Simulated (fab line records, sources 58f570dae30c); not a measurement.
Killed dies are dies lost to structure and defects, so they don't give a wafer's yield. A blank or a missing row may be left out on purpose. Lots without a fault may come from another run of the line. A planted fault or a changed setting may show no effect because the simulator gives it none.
Chamber matching | flow berkeley_cmos170 | UCB170_SPACER_ETCHBACK_03 on rie_diel-01: 4 sister chambers
The step etches SiO2 in CHF3/CF4/Ar, stops on Si, target depth 376 nm, time 100 s. 7 wafers are shown with their chamber, then 7 later ones without.

WAFERS WITH THEIR CHAMBER
wafer  | chamber | drypump_motor_current_A (A) | throttle_valve_pct (%)
L684.4 | 1       | 4.8                         | 6.57
L688.1 | 0       | 6.4                         | 6.24
L689.1 | 3       | 4.8                         | 6.64
L689.4 | 2       | 5.5                         | 6.39
L689.6 | 0       | 6.5                         | 6.23
L690.1 | 2       | 5.5                         | 6.37
L690.2 | 3       | 4.8                         | 6.60

WAFERS WITHOUT THEIR CHAMBER
wafer  | drypump_motor_current_A (A) | throttle_valve_pct (%)
L690.4 | 6.4                         | 6.26
L703.1 | 4.8                         | 6.61
L703.4 | 4.8                         | 6.60
L703.6 | 6.4                         | 6.23
L704.4 | 4.8                         | 6.62
L704.5 | 6.4                         | 6.24
L704.6 | 4.8                         | 6.59

WHICH CHAMBER EACH WENT THROUGH
wafer  | from the rows above     | in truth
L690.4 | 0                       | 0
L703.1 | can't be placed: 3 or 1 | 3
L703.4 | can't be placed: 3 or 1 | 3
L703.6 | 0                       | 0
L704.4 | 3                       | 3
L704.5 | 0                       | 0
L704.6 | can't be placed: 1 or 3 | 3
Placed correctly: 4 of 7. Can't be placed from these rows: 3 (the true chamber is among the candidates in 3). Placed wrongly: 0.
How it was worked out, from the rows above alone: a wafer's distance from a chamber is the root of the sum, over the readings, of the square of ((its reading less the chamber's mean) divided by the reading's scatter). The wafer belongs to the nearest chamber; if the next one is less than 2 further off, it can't be placed. A chamber's mean is the mean of its shown wafers. The scatter: the root of (the sum of the squares of (reading less its chamber's mean) over the shown wafers, divided by (wafers less chambers)).
